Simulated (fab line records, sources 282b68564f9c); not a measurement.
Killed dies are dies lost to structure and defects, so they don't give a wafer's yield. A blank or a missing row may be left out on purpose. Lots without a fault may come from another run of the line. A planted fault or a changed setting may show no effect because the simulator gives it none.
fab line records | flow rit_cmos
record lots=6 wafers=18 last_day=7
route steps=202 shown GATE@77 FOX2@80 REOX@98
lots that met no fault: from a run of the same line without faults
start_h: hours from the record's first day to the start of the lot's first wafer shown | wait_h: hours since the lot's step before | " the same as in the row above | L1.1+2: a row that stands for several wafers | - no value, or no start given | * or withheld: withheld | < > ~ a bound
route shown NAME@n: a module of which the file shows steps, and the number in the route of the first | usual: mean/standard deviation of fault-free wafers | same: alike in all rows | chamber/n: place in a boat | sites: the reading at each site | _std_site: their standard deviation | _edge_site: outer sites' mean less inner sites' | radius_mm: how far each site lies from the wafer's centre | mask NAME#n: copy n | behind: the tool/chamber that last shaped the wafer | hold: why the lot was held/for how many hours/how that ended | device: the transistor (n, p or np) that didn't switch | end of line: the same wafers' tests at the end of the route | a step without rows: its recipe alone | killed: dies lost to structure and defects at the first sort, not the wafer's yield | map: a wafer's dies, x killed, . not, _ none there
set.NAME: the setting as run; set.NAME@STEP: as run at that earlier step | model.NAME: the simulator's own value behind a step, which no gauge read
lots at some steps of the route; a table a step, a row a wafer
services: from which hour (start_h, from the record's first day; less than 0 if before it) a tool's chamber was out of use, for how many hours, and why
## steps
# step RIT_GATE_CLEAN_02
# recipe chemistry=dHF dilution=50:1 time_s=30
# step RIT_GATE_CLEAN_03
# recipe chemistry=SC2 mix=3:3:50 time_s=600 temp_c=75 dry=n2_spin
# step RIT_GATE_CLEAN_04
# recipe chemistry=dHF dilution=50:1 time_s=60 dry=n2_spin
# step RIT_FOX2_THK_MEAS_91
# recipe reads=SiO2_of_FOX2_OXIDATION_00
# usual FIELD_OXIDE_LEFT_2_THK=257/7
# columns lot.wafer tool chamber start_h wait_h FIELD_OXIDE_LEFT_2_THK[nm]
L631.1 film_metro-01 - 43.37 0.0 259
L631.3 " - " " 266
L631.6 " - " " 260
L634.1 film_metro-01 - 57.01 0.0 244
L634.2 " - " " 243
L634.6 " - " " 241
L640.2 film_metro-04 - 86.75 0.0 260
L640.5 " - " " 262
L640.6 " - " " 265
L641.1 film_metro-01 - 91.93 0.0 263
L641.4 " - " " 257
L641.5 " - " " 263
L648.1 film_metro-03 - 129.60 0.0 257
L648.2 " - " " 251
L648.4 " - " " 253
L650.2 film_metro-03 - 140.21 0.0 266
L650.3 " - " " 269
L650.5 " - " " 274
# step RIT_GATE_OXIDATION_05
# recipe temp_c=900 ambient=O2 target_thk_a=30 ox_time_s=270
# step RIT_GATE_ANNEAL_06
# recipe temp_c=900 time_s=600 ambient=N2O
# step RIT_GATE_THK_MEAS_07
# recipe reads=SiO2_of_GATE_OXIDATION_05
# usual GATE_OXIDE_THK=3.02/0.065
# columns lot.wafer tool chamber start_h wait_h GATE_OXIDE_THK[nm]
L631.1 film_metro-03 - 44.75 0.0 2.95
L631.3 " - " " 3.01
L631.6 " - " " 3.00
L634.1 film_metro-03 - 58.40 0.0 2.96
L634.2 " - " " 2.99
L634.6 " - " " 2.96
L640.2 film_metro-04 - 88.39 0.0 3.15
L640.5 " - " " 3.02
L640.6 " - " " 3.07
L641.1 film_metro-03 - 94.13 0.0 2.99
L641.4 " - " " 3.01
L641.5 " - " " 3.00
L648.1 film_metro-03 - 130.99 0.0 2.91
L648.2 " - " " 2.95
L648.4 " - " " 2.95
L650.2 film_metro-03 - 142.02 0.0 3.12
L650.3 " - " " 3.10
L650.5 " - " " 3.07
# step RIT_GATE_CVD_08
# recipe material=poly-Si target_thk_nm=250 temp_c=610 precursor=SiH4 time_s=2220 pressure_mtorr=300 sih4_flow_sccm=100
# step RIT_GATE_THK_MEAS_09
# recipe reads=poly-Si_of_GATE_CVD_08
# usual GATE_POLY_THK=249.5/2.4
# columns lot.wafer tool chamber start_h wait_h GATE_POLY_THK[nm]
L631.1 film_metro-04 - 46.43 0.0 246.6
L631.3 " - " " 248.6
L631.6 " - " " 248.6
L634.1 film_metro-04 - 61.10 0.0 248.2
L634.2 " - " " 251.0
L634.6 " - " " 248.5
L640.2 film_metro-01 - 90.06 0.0 248.1
L640.5 " - " " 248.7
L640.6 " - " " 249.9
L641.1 film_metro-01 - 95.81 0.0 245.9
L641.4 " - " " 245.4
L641.5 " - " " 245.2
L648.1 film_metro-04 - 133.40 0.0 246.5
L648.2 " - " " 246.5
L648.4 " - " " 249.1
L650.2 film_metro-01 - 143.70 0.0 249.8
L650.3 " - " " 248.0
L650.5 " - " " 248.2
# step RIT_GATE_HMDS_10
# recipe prime_time_s=60 prime_temp_c=140
# step RIT_GATE_COAT_11
# recipe resist=NOVOLAK spin_rpm=4250 resist_thk_nm=855.5
# step RIT_GATE_SOFTBAKE_12
# recipe resist=NOVOLAK temp_c=90 time_s=60
# step RIT_GATE_EXPOSE_13
# recipe mask_id=M6 na=0.6 source_shape=conventional sigma_outer=0.6 target_cd_nm=150 dose_mj=380
# usual focus_offset_nm=0.1/0.56 stage_vel_mm_s=499.96/0.26
# columns lot.wafer tool chamber start_h wait_h mask focus_offset_nm stage_vel_mm_s
L631.1 iline_stepper-02 0 46.94 0.1 M6#0 -0.3 499.51
L631.3 " 0 " " M6#0 -0.3 499.84
L631.6 " 0 " " M6#0 -0.1 500.15
L634.1 iline_stepper-01 0 61.61 0.1 M6#0 -0.1 499.67
L634.2 " 0 " " M6#0 -0.1 499.85
L634.6 " 0 " " M6#0 -1.0 499.78
L640.2 iline_stepper-02 0 90.58 0.1 M6#0 0.2 499.85
L640.5 " 0 " " M6#0 0.7 499.70
L640.6 " 0 " " M6#0 -0.3 499.88
L641.1 iline_stepper-01 0 96.50 0.3 M6#0 0.0 499.92
L641.4 " 0 " " M6#0 -0.1 499.80
L641.5 " 0 " " M6#0 -0.3 500.17
L648.1 iline_stepper-01 0 134.04 0.2 M6#0 -0.1 499.95
L648.2 " 0 " " M6#0 1.0 500.53
L648.4 " 0 " " M6#0 0.3 500.01
L650.2 iline_stepper-01 0 144.41 0.3 M6#0 0.3 499.69
L650.3 " 0 " " M6#0 0.1 499.98
L650.5 " 0 " " M6#0 1.2 500.06
# step RIT_GATE_PEB_14
# recipe resist=NOVOLAK temp_c=withheld time_s=withheld
# step RIT_GATE_DEVELOP_15
# recipe resist=NOVOLAK develop_time_s=50 dev_temp_c=23
# step RIT_GATE_CD_MEAS_16
# recipe target_cd_nm=150
# usual cd_nm=149.6/1.8
# columns lot.wafer tool chamber start_h wait_h cd_nm
L631.1 cd_sem-02 - 47.40 - 149.4
L631.3 " - " " 148.1
L631.6 " - " " 147.2
L634.1 cd_sem-01 - 62.01 - 147.7
L634.2 " - " " 149.9
L634.6 " - " " 148.9
L640.2 cd_sem-02 - 90.98 - 150.4
L640.5 " - " " 151.2
L640.6 " - " " 149.4
L641.1 cd_sem-02 - 96.99 - 146.6
L641.4 " - " " 148.2
L641.5 " - " " 147.2
L648.1 cd_sem-02 - 134.48 - -
L648.2 " - " " -
L648.4 " - " " -
L650.2 cd_sem-01 - 144.87 - -
L650.3 " - " " -
L650.5 " - " " -
# step RIT_GATE_OVL_MEAS_17
# usual GATE_OVL=1.4/1.2
# columns lot.wafer tool chamber start_h wait_h GATE_OVL[nm]
L631.1 overlay-01 - 47.52 0.1 -0.2
L631.3 " - " " 3.5
L631.6 " - " " 1.8
L634.1 overlay-02 - 62.13 0.1 1.5
L634.2 " - " " -0.7
L634.6 " - " " 3.1
L640.2 overlay-01 - 91.09 0.1 3.5
L640.5 " - " " 3.0
L640.6 " - " " 3.3
L641.1 overlay-02 - 97.11 0.1 0.1
L641.4 " - " " -0.1
L641.5 " - " " 0.4
L648.1 overlay-01 - 134.60 0.1 2.1
L648.2 " - " " 2.2
L648.4 " - " " 1.7
L650.2 overlay-01 - 144.97 0.1 0.0
L650.3 " - " " 1.6
L650.5 " - " " -0.7
# step RIT_GATE_HARDBAKE_18
# recipe resist=NOVOLAK temp_c=140 time_s=60
# step RIT_GATE_ETCH_19
# recipe chemistry=SF6/CHF3/O2 time_s=165 SF6_flow_sccm=30 CHF3_flow_sccm=30 O2_flow_sccm=5 target=poly-Si pressure_mtorr=40 rf_w=160 target_depth_a=3125 over_etch_frac=0.25 stop_on=SiO2
# usual SF6_flow_sccm=30.00/0.09 drypump_motor_current_A=5.8/0.42 oes_product_au=0.850/0.0086 throttle_valve_pct=10.23/0.12
# same over_etch_frac=0.25
# columns lot.wafer tool chamber start_h wait_h SF6_flow_sccm drypump_motor_current_A oes_product_au rf_hours_counter_h throttle_valve_pct
L631.1 rie_si-02 1 47.71 0.1 30.05 6.6 0.839 68 10.28
L631.3 " 0 " " 30.06 5.4 0.861 144 10.40
L631.6 " 0 " " 29.98 5.3 0.854 - 10.42
L634.1 rie_si-01 3 62.32 0.1 30.12 5.4 0.845 47 10.16
L634.2 " 1 " " 29.98 6.4 0.856 19 10.02
L634.6 " 3 " " 30.08 5.4 0.844 - 10.15
L640.2 rie_si-01 2 91.27 0.1 30.09 5.6 0.834 1 10.31
L640.5 " 2 " " 30.18 5.6 0.841 - 10.32
L640.6 " 0 " " 29.95 5.9 0.847 - 10.22
L641.1 rie_si-02 3 97.30 0.1 29.95 5.8 0.841 148 10.31
L641.4 " 2 " " 30.00 5.6 0.825 142 10.16
L641.5 " 3 " " 30.02 5.8 0.841 - 10.30
L648.1 rie_si-01 3 134.78 0.1 30.15 5.4 0.851 48 10.14
L648.2 " 2 " " 30.06 5.6 0.844 2 10.32
L648.4 " 2 " " 30.04 5.7 0.832 - 10.32
L650.2 rie_si-01 2 145.15 0.1 30.12 5.6 0.843 2 10.29
L650.3 " 0 " " 30.03 5.8 0.851 3 10.22
L650.5 " 1 " " 30.02 6.4 0.855 - 10.02
# step RIT_GATE_STRIP_20
# recipe chemistry=O2 time_s=180 resist=NOVOLAK platen_temp_c=withheld power_w=500 pressure_mtorr=4000 o2_flow_sccm=4000
# usual drypump_motor_current_A=5.6/0.48
# columns lot.wafer tool chamber start_h wait_h drypump_motor_current_A rf_hours_counter_h
L631.1 plasma_asher-01 0 47.82 0.1 5.6 41
L631.3 " 0 " " 5.6 -
L631.6 " 1 " " 6.0 -
L634.1 plasma_asher-01 0 62.42 0.1 5.6 42
L634.2 " 1 " " 6.0 42
L634.6 " 1 " " 6.0 -
L640.2 plasma_asher-03 0 91.38 0.1 6.4 28
L640.5 " 0 " " 6.4 -
L640.6 " 1 " " 5.2 -
L641.1 plasma_asher-03 1 97.40 0.1 5.2 29
L641.4 " 1 " " 5.2 -
L641.5 " 1 " " 5.2 -
L648.1 plasma_asher-03 1 134.89 0.1 5.2 33
L648.2 " 0 " " 6.4 33
L648.4 " 1 " " 5.2 -
L650.2 plasma_asher-03 1 145.26 0.1 5.2 34
L650.3 " 0 " " 6.3 -
L650.5 " 0 " " 6.4 -
# step RIT_GATE_CD_MEAS_90
# recipe target_cd_nm=150
# usual cd_nm=149.6/1.8
# columns lot.wafer tool chamber start_h wait_h cd_nm
L631.1 cd_sem-01 - 47.99 0.1 149.5
L631.3 " - " " 147.7
L631.6 " - " " 146.8
L634.1 cd_sem-01 - 62.60 0.1 148.1
L634.2 " - " " 150.1
L634.6 " - " " 149.0
L640.2 cd_sem-01 - 91.57 0.1 150.3
L640.5 " - " " 151.1
L640.6 " - " " 149.7
L641.1 cd_sem-02 - 97.58 0.1 146.3
L641.4 " - " " 148.2
L641.5 " - " " 147.0
L648.1 cd_sem-01 - 135.07 0.1 -
L648.2 " - " " -
L648.4 " - " " -
L650.2 cd_sem-01 - 145.46 0.1 -
L650.3 " - " " -
L650.5 " - " " -
# step RIT_REOX_CLEAN_00
# recipe chemistry=SC1 mix=3:3:50 time_s=600 temp_c=73.77
## services
# columns tool chamber start_h hours kind
plasma_asher-01 - 34.24 5.5 repair
iline_stepper-02 - 63.14 1.7 pm
iline_stepper-01 - 72.65 4.4 pm
rie_si-01 3 89.50 4.9 repair
rie_si-01 0 94.70 4.2 repair
plasma_asher-01 - 108.75 9.0 pm
plasma_asher-01 0 108.75 9.0 vent_cycle
plasma_asher-01 1 108.75 9.0 vent_cycle
plasma_asher-01 0 117.75 - clean
plasma_asher-01 1 117.75 - clean
rie_si-02 3 121.22 - clean
rie_si-02 3 121.22 23.3 scheduled_down
rie_si-02 3 121.22 23.3 vent_cycle
iline_stepper-02 - 123.64 2.7 repair
rie_si-01 0 125.31 16.7 repair
rie_si-02 0 144.48 - clean
rie_si-02 0 144.48 27.3 scheduled_down
rie_si-02 0 144.48 27.3 vent_cycle
## key
first_sign step=RIT_GATE_CD_MEAS_16 reading=cd_nm direction=missing
effect step=RIT_GATE_CD_MEAS_90 reading=cd_nm direction=missing
met_at RIT_GATE_EXPOSE_13
struck_wafers L648.1,L648.2,L648.4,L650.2,L650.3,L650.5
sort_left_out L648.1,L648.2,L648.4
tester_left_out L648,L650
onset_between 96.50 134.04
also_fits time
fault kind=process_parameter_drift tool=iline_stepper-01 chamber=- onset_h=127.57 steps=RIT_GATE_EXPOSE_13 channel=focus_nm offset=972.01 spread_by_wafer=0.3 shape=step end_h=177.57
# tester_left_out: of these lots the tester's yield and bins aren't shown, on N5 and GAA mostly nor the transistor test; their killed dies are dies lost to structure and defects alone, not to doping, threshold or leakage, so they don't give the yield
# sort_left_out: the simulated sort isn't trusted on such a fault, so these wafers' sort isn't shown, and their yield isn't known
